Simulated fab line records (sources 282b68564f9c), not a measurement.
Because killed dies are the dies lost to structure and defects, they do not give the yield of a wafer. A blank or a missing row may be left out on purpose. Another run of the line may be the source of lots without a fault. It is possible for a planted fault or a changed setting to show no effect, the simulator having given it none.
A lot that was struck, set against a sound lot | flow rit-cmos | 42 out of 202 route steps
Sound: these wafers, L756.1, L756.3, L756.5. Struck: wafer L766.5 (L766.2, L766.3, from the same lot, were not struck and are left out); the cause is given at the end.
For every step that has rows: the tool of each side, followed by ch and its chambers, followed by its first start. Under that, the readings that differ: sound wafers | struck wafers | difference of the means | sigmas: that difference in standard deviations of wafers without a fault.
alike: same words and numbers on both sides, and readings whose means sit less than 2 such deviations apart. not compared: any withheld reading, any reading some wafer has no value for, any bound like >300 that may hide the same value, and any number with overlapping values for which the record gives no deviation.
The two part at a step that has a row with sigmas, a row that says differs or no value, or rows on one side only. Numbers that don't overlap but have no deviation are shown without sigmas and don't part them. A reading missing from all wafers of one side parts the sides only when that side holds two or more wafers.

RIT_SDANNEAL_RTA_03: time 5.174 s.
  sound on rtp-anneal-02 ch 0, day 4 11:03; struck on rtp-anneal-01 ch 0, day 6 05:15
  alike: wafer_temp_C_max
RIT_SDANNEAL_RS_MEAS_04: measures by four-point-probe.
  sound on film-metro-03 at day 4 11:07; struck on film-metro-04 at day 6 05:19
  alike: PSD_RS
RIT_SDANNEAL_RS_MEAS_05: measures by four-point-probe.
  sound on film-metro-03 at day 4 11:14; struck on film-metro-04 at day 6 05:26
  alike: NSD_RS
RIT_SDANNEAL_RS_MEAS_06: measures by four-point-probe.
  sound on film-metro-03 at day 4 11:21; struck on film-metro-04 at day 6 05:34
  alike: PLDD_RS
RIT_SDANNEAL_RS_MEAS_07: measures by four-point-probe.
  sound on film-metro-03 at day 4 11:28; struck on film-metro-04 at day 6 05:41
  alike: NLDD_RS
then, 1 step without rows for these wafers: RIT_SILICIDE_WET_ETCH_00 (etches SiO2 in BOE, target depth 14 nm, time 15 s).
RIT_SILICIDE_SPUTTER_01: material Ti, target thk 30 nm, time 240 s.
  sound on pvd-sputter-02 at day 4 11:37; struck on pvd-sputter-01 at day 6 05:47
  alike: substrate-temp-c, throttle-valve-pct
RIT_SILICIDE_RS_MEAS_02: measures by four-point-probe.
  sound on film-metro-02 at day 4 11:46; struck on film-metro-02 at day 6 05:58
  reading                 | sound          | struck | difference | sigmas
  SILICIDE_TI_RS (ohm/sq) | 49.7 50.1 49.6 | 51.9   | +2.1       | +3
RIT_SILICIDE_THK_MEAS_03: measures by xrf.
  sound on film-metro-02 at day 4 11:53; struck on film-metro-02 at day 6 06:04
  reading              | sound          | struck | difference | sigmas
  SILICIDE_TI_THK (nm) | 29.0 28.9 29.1 | 28.1   | -0.9       | -2
RIT_SILICIDE_RTA_04: time 10 s, ramp up 5 s, ramp down 5 s.
  sound on rtp-anneal-01 ch 0, day 4 11:57; struck on rtp-anneal-01 ch 0, day 6 06:08
  alike: wafer_temp_C_max
then, 1 step without rows for these wafers: RIT_SILICIDE_WET_ETCH_05 (etches Ti in SPM, time 120 s).
RIT_SILICIDE_RTA_06: time 10 s, ramp up 5 s, ramp down 10 s.
  sound on rtp-anneal-02 ch 0, day 4 12:07; struck on rtp-anneal-02 ch 0, day 6 06:15
  alike: wafer_temp_C_max
RIT_CONTACT_CVD_00: deposits SiO2 from TEOS, target thk 400 nm, time 61 s.
  sound on pecvd-02 ch 0,1, day 4 12:11; struck on pecvd-02 ch 0, day 6 06:18
  reading                                  | sound             | struck | difference | sigmas
  model.SiO2_of_CONTACT_CVD_00.thk-nm (nm) | 393.1 394.8 402.2 | 229.7  | -167.0     |
  alike: heater-power-w
  not compared: since-wet-clean-h
RIT_CONTACT_THK_MEAS_01:
  sound on film-metro-01 at day 4 12:14; struck on film-metro-03 at day 6 06:35
  reading               | sound       | struck | difference | sigmas
  CONTACT_TEOS_THK (nm) | 393 395 402 | 230    | -167       | -35
  not compared: hold
then, 5 steps without rows for these wafers: RIT_CONTACT_COAT_03 (resist thk 1000 nm); RIT_CONTACT_SOFTBAKE_04 (time 60 s); RIT_CONTACT_EXPOSE_05 (exposes mask M11, target cd 1000 nm); RIT_CONTACT_PEB_06; RIT_CONTACT_DEVELOP_07 (develop time 120 s).
RIT_CONTACT_CD_MEAS_08: the cd target is 1000 nm.
  sound on cd-sem-02 at day 4 13:16; struck on cd-sem-02 at day 6 15:15
  reading    | sound             | struck | difference | sigmas
  cd-nm (nm) | 999.7 998.3 998.8 | 1005.4 | +6.5       | +3
RIT_CONTACT_OVL_MEAS_09:
  sound on overlay-01 at day 4 13:23; struck on overlay-02 at day 6 15:22
  alike: CONTACT_OVL
then, 1 step without rows for these wafers: RIT_CONTACT_HARDBAKE_10 (time 60 s).
RIT_CONTACT_ETCH_11: etches SiO2 in CHF3/CF4/Ar, stops on TiSi2, target depth 480 nm, time 320 s.
  sound on rie-diel-04 ch 1,2, day 4 13:34; struck on rie-diel-01 ch 1, day 6 15:32
  reading                             | sound             | struck | difference | sigmas
  oes-product-au (a.u.)               | 0.996 0.991 0.989 | 0.963  | -0.029     | -2
  model.CONTACT.feature-depth-nm (nm) | 393.1 394.8 402.2 | 229.7  | -167.0     |
  model.etch.depth-nm (nm)            | 393.1 394.8 402.2 | 229.7  | -167.0     |
  alike: drypump-motor-current-A, throttle-valve-pct
  not compared: rf-hours-counter-h
RIT_CONTACT_STRIP_12: strips in O2, time 180 s.
  sound on plasma-asher-04 ch 0,1, day 4 13:46; struck on plasma-asher-04 ch 1, day 6 15:44
  alike: drypump-motor-current-A
  not compared: rf-hours-counter-h
RIT_CONTACT_CD_MEAS_90: the cd target is 1000 nm.
  sound on cd-sem-02 at day 4 13:56; struck on cd-sem-01 at day 6 15:56
  reading    | sound             | struck | difference | sigmas
  cd-nm (nm) | 999.6 997.9 998.3 | 1005.3 | +6.7       | +3
then, 3 steps without rows for these wafers: RIT_CONTACT_CLEAN_13 (cleans in SC1, time 600 s); RIT_CONTACT_CLEAN_14 (cleans in SC2, time 600 s); RIT_M1_SPUTTER_00 (material Al, target thk 400 nm, time 522.4 s).
RIT_M1_RS_MEAS_01: measures by four-point-probe.
  sound on film-metro-03 at day 4 14:54; struck on film-metro-03 at day 6 16:43
  alike: M1_AL_RS
RIT_M1_THK_MEAS_02: measures by xrf.
  sound on film-metro-03 at day 4 15:01; struck on film-metro-03 at day 6 16:49
  alike: M1_AL_THK
then, 6 steps without rows for these wafers: RIT_M1_HMDS_03 (prime time 60 s); RIT_M1_COAT_04 (resist thk 1300 nm); RIT_M1_SOFTBAKE_05 (time 60 s); RIT_M1_EXPOSE_06 (exposes mask M12, target cd 2600 nm); RIT_M1_PEB_07; RIT_M1_DEVELOP_08 (develop time 68 s).
RIT_M1_CD_MEAS_09: the cd target is 2600 nm.
  sound on cd-sem-02 at day 4 15:58; struck on cd-sem-01 at day 6 17:46
  alike: cd-nm
RIT_M1_OVL_MEAS_10:
  sound on overlay-01 at day 4 16:05; struck on overlay-02 at day 6 17:53
  alike: M1_OVL
then, 1 step without rows for these wafers: RIT_M1_HARDBAKE_11 (time 120 s).
RIT_M1_METAL_ETCH_12: etches Al in Cl2/BCl3, stops on SiO2, time 165 s, target depth 600 nm.
  sound on rie-metal-03 ch 0,1, day 4 16:22; struck on rie-metal-03 ch 0, day 6 18:10
  reading                                  | sound         | struck | difference | sigmas
  model.SiO2_of_CONTACT_CVD_00.thk-nm (nm) | 355.6 358 365 | 192.4  | -167.1     |
  alike: drypump-motor-current-A, oes-product-au, throttle-valve-pct
  not compared: rf-hours-counter-h
then, 1 step without rows for these wafers: RIT_M1_STRIP_13 (strips in nmp, time 600 s).
RIT_M1_PROBE_99:
  sound on prober-01 at day 4 18:37; struck on prober-01 at day 6 20:37
  reading            | sound | struck | difference | sigmas
  killed_at_M0_to_M3 | 1 0 0 | 0      | +0         | -3
  alike: killed-at-front-end, killed-dies, killed-open, killed-short

WHERE THEY PART
Last at RIT_M1_PROBE_99 as far as this record goes, first at RIT_SILICIDE_RS_MEAS_02.

WHY: what the simulator had put in
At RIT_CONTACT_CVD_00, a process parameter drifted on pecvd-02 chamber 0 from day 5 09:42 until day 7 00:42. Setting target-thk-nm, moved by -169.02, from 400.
